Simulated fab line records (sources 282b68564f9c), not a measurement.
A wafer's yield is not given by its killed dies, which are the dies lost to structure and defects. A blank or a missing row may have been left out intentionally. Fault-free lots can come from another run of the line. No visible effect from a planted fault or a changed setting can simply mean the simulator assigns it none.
fab line records	flow ritCmos
[record] lots = 14	wafers = 42	lastDay = 7
route steps=202 shown PWELL@47
lots untouched by any fault: they come from a run of this same line in which no faults occurred
startH: hours from the record's opening day to when the first of the lot's shown wafers began	waitH: hours from the lot's prior step to this one	" as in the row above	L1.1+2: several wafers, shown together as one row	- no value present, or no start provided	* or withheld: withheld	< > ~ a bound
route shown NAME@n: names a module that has steps shown in the file, with the first one's number in the route	usual: mean/standard deviation taken from wafers without a fault	same: alike in all rows	chamber/n: place in a boat	sites: per-site readings	_std_site: standard deviation of those values	_edge_site: mean of outer sites minus mean of inner sites	radiusMm: for every site, how far away it sits from the centre of the wafer	mask NAME#n: copy n	behind: tool/chamber where the wafer was last shaped	hold: cause of the lot's hold/its duration in hours/its outcome	device: names the non-switching transistor (n, p or np)	end of line: tests of these same wafers at the route's end	step lacking rows: just its recipe	killed: at the first sort, the dies lost to defects and structure; wafer yield is something else	map: the dies of a wafer, with x for killed, . for not killed, _ for no die there
set.NAME: the setting as run; set.NAME@STEP: as run at that earlier step	model.NAME: the simulator's own value behind a step, which no gauge read
route steps across a sampled set of lots; one table per step, one row per wafer
services: a tool's chamber out of use, with start hour (startH, from the record's first day; less than 0 if before it), hours out, and reason
[[steps]]
[step RIT_PWELL_IMPLANT_08]
[recipe] species = B	energyKev = 170	doseCm2 = 7e+13	tiltDeg = 7
[usual] doseIonsCm2 = 7.001e+13/7.8e+10	faradayCurrentUA = 223/4.6	tiltDeg = 6.999/0.02
lot.wafer	tool	chamber	startH	waitH	doseIonsCm2	faradayCurrentUA	tiltDeg
L512.4	implanter-04	0	24.16	0.2	7.004e+13	217	7.024
L512.5	"	0	"	"	7e+13	220	6.991
L512.6	"	0	"	"	7.008e+13	225	7.015
L513.4	implanter-01	0	29.17	0.2	7.002e+13	220	6.993
L513.5	"	0	"	"	6.992e+13	216	7.008
L513.6	"	0	"	"	6.999e+13	221	7.014
L514.3	implanter-01	0	34.00	0.2	7e+13	216	7.001
L514.5	"	0	"	"	7.003e+13	215	6.972
L514.6	"	0	"	"	6.998e+13	220	6.988
L515.2	implanter-01	0	38.82	0.2	6.997e+13	234	6.997
L515.4	"	0	"	"	6.998e+13	223	7.002
L515.5	"	0	"	"	7.003e+13	228	7.011
L517.1	implanter-03	0	49.69	0.2	6.997e+13	221	6.984
L517.2	"	0	"	"	6.997e+13	226	7.010
L517.4	"	0	"	"	7.004e+13	223	7.010
L518.3	implanter-04	0	54.70	0.2	7.004e+13	223	6.979
L518.5	"	0	"	"	7e+13	229	6.982
L518.6	"	0	"	"	7.01e+13	227	6.987
L519.3	implanter-04	0	64.06	0.2	6.99e+13	219	7.000
L519.5	"	0	"	"	6.995e+13	230	6.966
L519.6	"	0	"	"	6.998e+13	226	6.974
L521.2	implanter-01	0	69.55	0.2	7.007e+13	220	7.025
L521.5	"	0	"	"	6.998e+13	232	6.989
L521.6	"	0	"	"	7.002e+13	229	7.009
L522.2	implanter-04	0	75.86	0.2	6.997e+13	221	7.013
L522.3	"	0	"	"	7.005e+13	224	6.996
L522.4	"	0	"	"	6.995e+13	217	6.989
L527.1	implanter-01	0	100.08	0.2	6.361e+13	206	7.003
L527.2	"	0	"	"	6.37e+13	191	6.979
L527.5	"	0	"	"	6.367e+13	201	6.991
L529.2	implanter-01	0	108.88	0.2	6.358e+13	202	7.009
L529.5	"	0	"	"	6.351e+13	202	7.021
L529.6	"	0	"	"	6.34e+13	201	7.017
L531.1	implanter-04	0	118.86	0.2	6.998e+13	220	7.018
L531.2	"	0	"	"	6.989e+13	225	6.966
L531.6	"	0	"	"	6.986e+13	230	7.011
L532.2	implanter-04	0	123.39	0.2	6.993e+13	226	6.981
L532.4	"	0	"	"	7.011e+13	215	6.942
L532.5	"	0	"	"	6.997e+13	221	6.972
L535.2	implanter-03	0	138.45	0.2	6.996e+13	221	7.061
L535.5	"	0	"	"	6.994e+13	222	7.021
L535.6	"	0	"	"	6.994e+13	221	7.020
[step RIT_PWELL_TW_MEAS_10]
[usual] PWELL_TW = 944/5.5
lot.wafer	tool	chamber	startH	waitH	PWELL_TW
L512.4	filmMetro-04	-	24.44	0.1	934
L512.5	"	-	"	"	940
L512.6	"	-	"	"	936
L513.4	filmMetro-04	-	29.45	0.1	937
L513.5	"	-	"	"	937
L513.6	"	-	"	"	944
L514.3	filmMetro-02	-	34.29	0.1	949
L514.5	"	-	"	"	942
L514.6	"	-	"	"	948
L515.2	filmMetro-04	-	39.13	0.1	943
L515.4	"	-	"	"	945
L515.5	"	-	"	"	941
L517.1	filmMetro-04	-	50.02	0.1	941
L517.2	"	-	"	"	937
L517.4	"	-	"	"	939
L518.3	filmMetro-01	-	55.00	0.1	952
L518.5	"	-	"	"	956
L518.6	"	-	"	"	959
L519.3	filmMetro-01	-	64.36	0.1	946
L519.5	"	-	"	"	945
L519.6	"	-	"	"	950
L521.2	filmMetro-02	-	69.86	0.1	945
L521.5	"	-	"	"	944
L521.6	"	-	"	"	941
L522.2	filmMetro-04	-	76.17	0.1	944
L522.3	"	-	"	"	943
L522.4	"	-	"	"	945
L527.1	filmMetro-02	-	100.41	0.1	917
L527.2	"	-	"	"	919
L527.5	"	-	"	"	914
L529.2	filmMetro-01	-	109.19	0.1	917
L529.5	"	-	"	"	915
L529.6	"	-	"	"	914
L531.1	filmMetro-02	-	119.19	0.1	948
L531.2	"	-	"	"	951
L531.6	"	-	"	"	947
L532.2	filmMetro-01	-	123.70	0.1	949
L532.4	"	-	"	"	950
L532.5	"	-	"	"	947
L535.2	filmMetro-02	-	138.76	0.1	949
L535.5	"	-	"	"	952
L535.6	"	-	"	"	950
[step RIT_WELLDRIVE_RS_MEAS_02]
[recipe] thkMeasGauge = four-point-probe
[usual] PWELL_RS = 429.7/1.5
lot.wafer	tool	chamber	startH	waitH	PWELL_RS[ohm/sq]
L512.4	filmMetro-02	-	29.74	0.1	430.4
L512.5	"	-	"	"	429.2
L512.6	"	-	"	"	430.8
L513.4	filmMetro-02	-	35.07	0.1	431.4
L513.5	"	-	"	"	430.9
L513.6	"	-	"	"	430.4
L514.3	filmMetro-02	-	41.09	0.1	431.8
L514.5	"	-	"	"	431.5
L514.6	"	-	"	"	429.9
L515.2	filmMetro-01	-	45.36	0.1	427.0
L515.4	"	-	"	"	429.3
L515.5	"	-	"	"	428.5
L517.1	filmMetro-04	-	55.79	0.1	428.7
L517.2	"	-	"	"	427.2
L517.4	"	-	"	"	428.1
L518.3	filmMetro-02	-	61.16	0.1	428.7
L518.5	"	-	"	"	428.2
L518.6	"	-	"	"	429.3
L519.3	filmMetro-04	-	69.64	0.1	428.9
L519.5	"	-	"	"	428.7
L519.6	"	-	"	"	429.8
L521.2	filmMetro-02	-	77.40	0.1	432.5
L521.5	"	-	"	"	432.5
L521.6	"	-	"	"	431.2
L522.2	filmMetro-04	-	82.74	0.1	426.3
L522.3	"	-	"	"	427.4
L522.4	"	-	"	"	426.8
L527.1	filmMetro-02	-	106.36	0.1	456.8
L527.2	"	-	"	"	456.8
L527.5	"	-	"	"	457.3
L529.2	filmMetro-01	-	114.47	0.1	459.5
L529.5	"	-	"	"	457.8
L529.6	"	-	"	"	457.0
L531.1	filmMetro-04	-	124.73	0.1	429.0
L531.2	"	-	"	"	430.2
L531.6	"	-	"	"	430.2
L532.2	filmMetro-01	-	128.97	0.1	427.1
L532.4	"	-	"	"	429.8
L532.5	"	-	"	"	430.0
L535.2	filmMetro-04	-	145.09	0.1	429.0
L535.5	"	-	"	"	428.3
L535.6	"	-	"	"	426.7
[[services]]
tool	chamber	startH	hours	kind
implanter-01	-	22.80	2.8	repair
implanter-04	-	135.25	3.4	pm
[[key]]
[firstSign] step = RIT_PWELL_IMPLANT_08	reading = doseIonsCm2	direction = down	sigmas = 82	usual = 7.001e+13	struck = 6.358e+13
[effect] step = RIT_PWELL_IMPLANT_08	reading = faradayCurrentUA	direction = down	sigmas = 4.8	usual = 223	struck = 200
[effect] step = RIT_PWELL_TW_MEAS_10	reading = PWELL_TW	direction = down	sigmas = 5.2	usual = 944	struck = 916
[effect] step = RIT_WELLDRIVE_RS_MEAS_02	reading = PWELL_RS	direction = up	sigmas = 19	usual = 429.7	struck = 457.5
metAt RIT_PWELL_IMPLANT_08
struckLots L527,L529
testerLeftOut L527,L529
[loopTrim] step = RIT_M1_EXPOSE_06	setting = dose	lots = L529
onsetBetween 69.55 100.08
[fault] kind = processParameterDrift	tool = implanter-01	chamber = -	onsetH = 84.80	steps = RIT_PWELL_IMPLANT_08	channel = doseCm2	offset = -6.4923e+12	shape = step	endH = 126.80	actsIn = theseRecipesOnly	stated = 7e+13
// testerLeftOut: of these lots the tester's yield and bins aren't shown, on N5 and GAA mostly nor the transistor test; their killed dies are dies lost to structure and defects alone, not to doping, threshold or leakage, so they don't give the yield
// loopTrim: a control loop set the setting to another value than it would have without faults
